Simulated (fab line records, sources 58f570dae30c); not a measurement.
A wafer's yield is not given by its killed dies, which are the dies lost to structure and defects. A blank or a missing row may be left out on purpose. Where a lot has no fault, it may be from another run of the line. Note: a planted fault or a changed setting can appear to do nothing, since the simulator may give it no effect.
Which tool was responsible? -- flow berkeleyCmos170 -- Sampling: 14 lots, 42 wafers, 4 of 331 route steps

## WHAT EACH GAUGE READ, for each wafer
UCB170_M2_THK_MEAS_03: measures by xrf. Usual: M2_AL_THK gives 895 nm (standard deviation 12).
lot,measured,on,M2_AL_THK (nm),flag
L418,day 9 01:11,filmMetro-02,888 896 913,
L419,day 9 03:50,filmMetro-01,891 910 900,
L416,day 9 04:14,filmMetro-02,899 896 911,
L423,day 10 16:13,filmMetro-01,898 907 902,
L424,day 10 16:25,filmMetro-02,896 874 893,
L426,day 11 01:25,filmMetro-01,890 889 915,
L430,day 12 07:28,filmMetro-02,889 899 889,
L432,day 12 13:44,filmMetro-01,902 907 913,
L434,day 12 19:41,filmMetro-02,889 895 902,
L433,day 13 00:33,filmMetro-01,888 880 890,
L437,day 13 11:45,filmMetro-02,916 909 908,
L439,day 13 13:20,filmMetro-02,904 902 897,
L436,day 13 14:31,filmMetro-02,883 880 883,
L438,day 14 00:04,filmMetro-02,865 874 899,

UCB170_M3_CD_MEAS_90 targets a cd of 700 nm. Usual: cdNm 703 nm, standard deviation 3.3.
lot,measured,on,cdNm (nm),flag
L418,day 9 08:41,cdSem-01,702 705 703,
L419,day 9 12:06,cdSem-02,700 700 700,
L416,day 9 12:31,cdSem-01,706 704 707,
L423,day 11 00:05,cdSem-01,704 703 706,
L424,day 11 00:25,cdSem-01,700 702 701,
L426,day 11 09:44,cdSem-02,709 703 707,
L430,day 12 14:53,cdSem-02,703 700 701,
L432,day 12 23:58,cdSem-01,703 706 702,
L434,day 13 06:04,cdSem-02,698 697 702,
L433,day 13 10:46,cdSem-01,701 707 702,
L437,day 13 22:58,cdSem-01,703 701 698,
L439,day 14 04:11,cdSem-01,705 701 702,
L436,day 14 04:55,cdSem-01,704 703 701,
L438,day 14 14:23,cdSem-01,699 700 700,

UCB170_M3_BOW_MEAS_20. Usual: M3_BOW gives 36 um (standard deviation 6.8).
lot,measured,on,M3_BOW (um),flag
L418,day 9 08:49,filmMetro-03,43 29 38,
L419,day 9 12:13,filmMetro-04,24 34 31,
L416,day 9 12:38,filmMetro-03,39 37 19,
L423,day 11 00:12,filmMetro-01,34 34 39,
L424,day 11 00:32,filmMetro-03,35 41 30,
L426,day 11 09:51,filmMetro-01,39 31 35,
L430,day 12 15:01,filmMetro-04,27 42 38,
L432,day 13 00:05,filmMetro-03,47 39 44,
L434,day 13 06:11,filmMetro-01,38 36 32,
L433,day 13 10:53,filmMetro-04,42 40 38,
L437,day 13 23:05,filmMetro-03,29 44 28,
L439,day 14 04:20,filmMetro-04,37 23 25,
L436,day 14 05:02,filmMetro-03,48 43 46,
L438,day 14 14:30,filmMetro-01,30 30 36,

## WHAT TOOL EACH LOT RAN ON (gives the tool, then ch and the chambers of the sampled wafers, and finally the start)
lot,UCB170_M3_PRE_CLEAN_00
L418,"pvdSputter-01, day 9 06:16"
L419,"pvdSputter-03, day 9 09:01"
L416,"pvdSputter-01, day 9 09:37"
L423,"pvdSputter-03, day 10 21:28"
L424,"pvdSputter-01, day 10 21:42"
L426,"pvdSputter-03, day 11 06:47"
L430,"pvdSputter-01, day 12 12:23"
L432,"pvdSputter-01, day 12 20:35"
L434,"pvdSputter-01, day 13 01:58"
L433,"pvdSputter-02, day 13 08:10"
L437,"pvdSputter-02, day 13 16:56"
L439,"pvdSputter-01, day 13 22:07"
L436,"pvdSputter-02, day 13 22:35"
L438,"pvdSputter-03, day 14 10:05"
- UCB170_M3_PRE_CLEAN_00: preclean etch time 60 s.

## WHAT THE TOOLS THEMSELVES READ (means of the sampled wafers that have a number; where no wafer has one, the mark that the record gives instead)
The record holds no such reading with a usual standard deviation.

## THE ANSWER, worked out from the rows above alone
Rule: a lot counts as off when the mean over its wafers that have a number is more than 3 standard deviations away from the usual mean. A lot without any number at a reading at which 4 lots or more have one is off too. Any other lot the step has rows for is counted as sound. After the gauges, taken in route order, come the tools' own readings; for these a lot's mean is taken, as printed above. At the first step where some lot is off, the reading lying furthest off is the one used; lots without a number count as furthest.
No lot is off on any of the readings shown, so nothing can be concluded from this.

## WHAT HAD BEEN PUT IN BY THE SIMULATOR
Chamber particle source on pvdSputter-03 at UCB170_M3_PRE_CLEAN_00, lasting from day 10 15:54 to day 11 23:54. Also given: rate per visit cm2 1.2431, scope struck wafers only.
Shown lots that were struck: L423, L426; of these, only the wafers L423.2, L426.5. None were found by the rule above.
